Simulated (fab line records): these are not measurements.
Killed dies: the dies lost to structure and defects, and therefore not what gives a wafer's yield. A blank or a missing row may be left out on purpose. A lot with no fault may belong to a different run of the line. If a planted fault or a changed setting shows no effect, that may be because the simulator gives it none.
fab line records -- flow rit_cmos
record: lots: 6, wafers: 18, last_day: 7
route steps=202 shown PWELL@46 WELLDRIVE@50 NWELL@51 NRETRO@53
lots that met no fault: from a run of the same line without faults
start_h: start of the lot's first displayed wafer, in hours after the record's first day -- wait_h: how many hours have passed since the lot's step before this one -- " unchanged from the row above -- L1.1+2: one row covering several wafers at once -- - either no value or no given start -- * or withheld: withheld -- < > ~ a bound
route shown NAME@n: NAME is a module with steps in the file, n the number in the route of the first one -- usual: mean/standard deviation of fault-free wafers -- same: alike in all rows -- chamber/n: place in a boat -- sites: readings site by site -- _std_site: the values' standard deviation -- _edge_site: mean of outer sites minus mean of inner sites -- radius_mm: for every site, how far away it sits from the centre of the wafer -- mask NAME#n: copy n -- behind: the tool/chamber that last shaped the wafer -- hold: what put the lot on hold/how long, in hours/how the hold closed -- device: names the non-switching transistor (n, p or np) -- end of line: tests run on the same wafers once the route is complete -- a step without rows: its recipe alone -- killed: at the first sort, the dies lost to defects and structure; wafer yield is something else -- map: a wafer's dies, marking killed ones x, the rest . and places with no die _
set.NAME: setting as actually run; set.NAME@STEP: the setting as run at that earlier step -- model.NAME: the simulator's own value behind a step, which no gauge read
certain route steps with their lots: each step a table, each wafer a row
services: the hour from which a tool's chamber was out of use, counted from the record's first day as start_h (under 0 if before that day), plus the number of hours and why
== steps ==
step: RIT_PWELL_HARDBAKE_07
recipe: resist: NOVOLAK, temp_c: 140, time_s: 120
step: RIT_PWELL_IMPLANT_08
recipe: species: B, energy_kev: 170, dose_cm2: 7e+13, tilt_deg: 7
step: RIT_PWELL_STRIP_09
recipe: chemistry: O2, time_s: 180, resist: NOVOLAK, platen_temp_c: withheld, power_w: 500, pressure_mtorr: 4000, o2_flow_sccm: 4000
usual: drypump_motor_current_A: 6.00/0.29
lot.wafer,tool,chamber,start_h,wait_h,drypump_motor_current_A,rf_hours_counter_h
L476.1,plasma_asher-01,1,25.55,0.1,5.67,38
L476.3,plasma_asher-01,0,25.55,0.1,5.64,-
L476.5,plasma_asher-01,0,25.55,0.1,5.66,-
L479.1,plasma_asher-04,1,38.79,0.1,6.45,36
L479.2,plasma_asher-04,0,38.79,0.1,6.01,36
L479.6,plasma_asher-04,1,38.79,0.1,6.46,-
L484.2,plasma_asher-04,1,65.91,0.1,6.42,39
L484.3,plasma_asher-04,0,65.91,0.1,6.02,-
L484.4,plasma_asher-04,1,65.91,0.1,6.46,-
L485.1,plasma_asher-02,0,69.86,0.1,6.04,43
L485.4,plasma_asher-02,0,69.86,0.1,6.05,-
L485.5,plasma_asher-02,1,69.86,0.1,5.71,-
L494.1,plasma_asher-04,1,113.24,0.1,6.42,45
L494.3,plasma_asher-04,0,113.24,0.1,6.08,-
L494.6,plasma_asher-04,0,113.24,0.1,6.05,-
L496.2,plasma_asher-02,1,130.13,0.1,5.72,1
L496.3,plasma_asher-02,1,130.13,0.1,5.71,-
L496.6,plasma_asher-02,1,130.13,0.1,5.70,-
step: RIT_PWELL_TW_MEAS_10
usual: PWELL_TW: 954/15
lot.wafer,tool,chamber,start_h,wait_h,PWELL_TW
L476.1,film_metro-01,-,25.72,0.1,943
L476.3,film_metro-01,-,25.72,0.1,939
L476.5,film_metro-01,-,25.72,0.1,941
L479.1,film_metro-03,-,38.96,0.1,968
L479.2,film_metro-03,-,38.96,0.1,971
L479.6,film_metro-03,-,38.96,0.1,974
L484.2,film_metro-03,-,66.10,0.1,966
L484.3,film_metro-03,-,66.10,0.1,965
L484.4,film_metro-03,-,66.10,0.1,970
L485.1,film_metro-03,-,70.03,0.1,969
L485.4,film_metro-03,-,70.03,0.1,968
L485.5,film_metro-03,-,70.03,0.1,967
L494.1,film_metro-01,-,113.42,0.1,930
L494.3,film_metro-01,-,113.42,0.1,934
L494.6,film_metro-01,-,113.42,0.1,931
L496.2,film_metro-04,-,130.32,0.1,959
L496.3,film_metro-04,-,130.32,0.1,963
L496.6,film_metro-04,-,130.32,0.1,962
step: RIT_WELLDRIVE_ANNEAL_00
recipe: temp_c: 1100, time_s: 14700, ambient: N2
step: RIT_WELLDRIVE_RS_MEAS_01
recipe: thk_meas_gauge: four-point-probe
usual: NWELL_RS: 275.5/0.84
lot.wafer,tool,chamber,start_h,wait_h,NWELL_RS[ohm/sq]
L476.1,film_metro-03,-,30.86,0.0,276.2
L476.3,film_metro-03,-,30.86,0.0,275.1
L476.5,film_metro-03,-,30.86,0.0,275.3
L479.1,film_metro-03,-,44.52,0.0,276.4
L479.2,film_metro-03,-,44.52,0.0,276.3
L479.6,film_metro-03,-,44.52,0.0,276.4
L484.2,film_metro-01,-,72.46,0.0,277.0
L484.3,film_metro-01,-,72.46,0.0,275.6
L484.4,film_metro-01,-,72.46,0.0,275.5
L485.1,film_metro-03,-,75.41,0.0,275.8
L485.4,film_metro-03,-,75.41,0.0,275.9
L485.5,film_metro-03,-,75.41,0.0,274.6
L494.1,film_metro-03,-,122.15,0.0,275.8
L494.3,film_metro-03,-,122.15,0.0,275.3
L494.6,film_metro-03,-,122.15,0.0,275.9
L496.2,film_metro-01,-,136.64,0.0,275.9
L496.3,film_metro-01,-,136.64,0.0,275.5
L496.6,film_metro-01,-,136.64,0.0,275.2
step: RIT_WELLDRIVE_RS_MEAS_02
recipe: thk_meas_gauge: four-point-probe
usual: PWELL_RS: 429.3/1.1
lot.wafer,tool,chamber,start_h,wait_h,PWELL_RS[ohm/sq]
L476.1,film_metro-03,-,30.98,0.1,429.3
L476.3,film_metro-03,-,30.98,0.1,430.2
L476.5,film_metro-03,-,30.98,0.1,430.6
L479.1,film_metro-03,-,44.64,0.1,429.6
L479.2,film_metro-03,-,44.64,0.1,429.9
L479.6,film_metro-03,-,44.64,0.1,430.0
L484.2,film_metro-01,-,72.58,0.1,428.7
L484.3,film_metro-01,-,72.58,0.1,429.0
L484.4,film_metro-01,-,72.58,0.1,428.8
L485.1,film_metro-03,-,75.53,0.1,430.2
L485.4,film_metro-03,-,75.53,0.1,430.5
L485.5,film_metro-03,-,75.53,0.1,430.2
L494.1,film_metro-03,-,122.27,0.1,427.2
L494.3,film_metro-03,-,122.27,0.1,427.9
L494.6,film_metro-03,-,122.27,0.1,429.0
L496.2,film_metro-01,-,136.76,0.1,428.4
L496.3,film_metro-01,-,136.76,0.1,430.3
L496.6,film_metro-01,-,136.76,0.1,429.8
step: RIT_NRETRO_HMDS_00
recipe: prime_time_s: 60, prime_temp_c: 140
step: RIT_NRETRO_COAT_01
recipe: resist: NOVOLAK, spin_rpm: 2000, resist_thk_nm: 1300
step: RIT_NRETRO_SOFTBAKE_02
recipe: resist: NOVOLAK, temp_c: 90, time_s: 60
step: RIT_NRETRO_EXPOSE_03
recipe: mask_id: M4, na: 0.57, target_cd_nm: 43900, dose_mj: 250
step: RIT_NRETRO_PEB_04
recipe: resist: NOVOLAK, temp_c: withheld, time_s: withheld
step: RIT_NRETRO_DEVELOP_05
recipe: resist: NOVOLAK, develop_time_s: 67.08, dev_temp_c: 23
usual: chill_plate_temp_C: 23.01/0.12, develop_time_s: 67.08/0
lot.wafer,tool,chamber,start_h,wait_h,chill_plate_temp_C,develop_time_s
L476.1,litho_track-02,0,31,-,23.15,67.08
L476.3,litho_track-02,0,32,-,22.82,67.08
L476.5,litho_track-02,0,32,-,22.91,67.08
L479.1,litho_track-01,0,45,-,23.10,67.08
L479.2,litho_track-01,0,45,-,23.12,67.08
L479.6,litho_track-01,0,45,-,23.05,67.08
L484.2,litho_track-02,-,73,-,-,-
L484.3,litho_track-02,-,73,-,-,-
L484.4,litho_track-02,-,73,-,-,-
L485.1,litho_track-02,-,76,-,-,-
L485.4,litho_track-02,-,76,-,-,-
L485.5,litho_track-02,-,76,-,-,-
L494.1,litho_track-01,0,123,-,23.17,67.08
L494.3,litho_track-01,0,123,-,23.02,67.08
L494.6,litho_track-01,0,123,-,23.04,67.08
L496.2,litho_track-04,0,137,-,23.24,67.08
L496.3,litho_track-04,0,137,-,23.23,67.08
L496.6,litho_track-04,0,137,-,23.09,67.08
step: RIT_NRETRO_OVL_MEAS_06
usual: NRETRO_OVL: -0.2/1.4
lot.wafer,tool,chamber,start_h,wait_h,NRETRO_OVL[nm]
L476.1,overlay-02,-,32.11,-,1.4
L476.3,overlay-02,-,32.11,-,1.3
L476.5,overlay-02,-,32.11,-,1.4
L479.1,overlay-01,-,45.76,-,-0.7
L479.2,overlay-01,-,45.76,-,1.1
L479.6,overlay-01,-,45.76,-,-1.5
L484.2,overlay-01,-,73.56,-,-
L484.3,overlay-01,-,73.56,-,-
L484.4,overlay-01,-,73.56,-,-
L485.1,overlay-02,-,76.53,-,-
L485.4,overlay-02,-,76.53,-,-
L485.5,overlay-02,-,76.53,-,-
L494.1,overlay-01,-,123.40,-,3.0
L494.3,overlay-01,-,123.40,-,0.5
L494.6,overlay-01,-,123.40,-,0.6
L496.2,overlay-02,-,137.74,-,1.5
L496.3,overlay-02,-,137.74,-,2.0
L496.6,overlay-02,-,137.74,-,0.5
== services ==
tool,chamber,start_h,hours,kind
plasma_asher-02,-,9.44,1.0,repair
plasma_asher-02,-,47.67,6.0,repair
litho_track-01,-,55.49,-,consumable_replace:filter
plasma_asher-02,-,77.79,6.2,repair
plasma_asher-01,-,105.85,1.3,repair
plasma_asher-01,-,108.39,19.9,repair
plasma_asher-02,-,108.75,9.0,pm
plasma_asher-02,0,108.75,9.0,vent_cycle
plasma_asher-02,1,108.75,9.0,vent_cycle
plasma_asher-02,0,117.75,-,clean
plasma_asher-02,1,117.75,-,clean
== key ==
first_sign: step: RIT_NRETRO_DEVELOP_05, reading: tool_record, direction: missing
effect none on later readings
met_at RIT_NRETRO_DEVELOP_05
struck_wafers L484.2,L484.3,L484.4,L485.1,L485.4,L485.5
sort_left_out L484.2,L484.3,L484.4,L485.1,L485.4,L485.5
tester_left_out L484,L485
onset_between 31 73
fault: kind: skipped_step_whole, tool: litho_track-02, chamber: -, onset_h: 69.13, steps: RIT_NRETRO_DEVELOP_05, scope: struck_lots_only
tester_left_out: of these lots the tester's yield and bins aren't shown, on N5 and GAA mostly nor the transistor test; their killed dies are dies lost to structure and defects alone, not to doping, threshold or leakage, so they don't give the yield
sort_left_out: the simulated sort isn't trusted on such a fault, so these wafers' sort isn't shown, and their yield isn't known
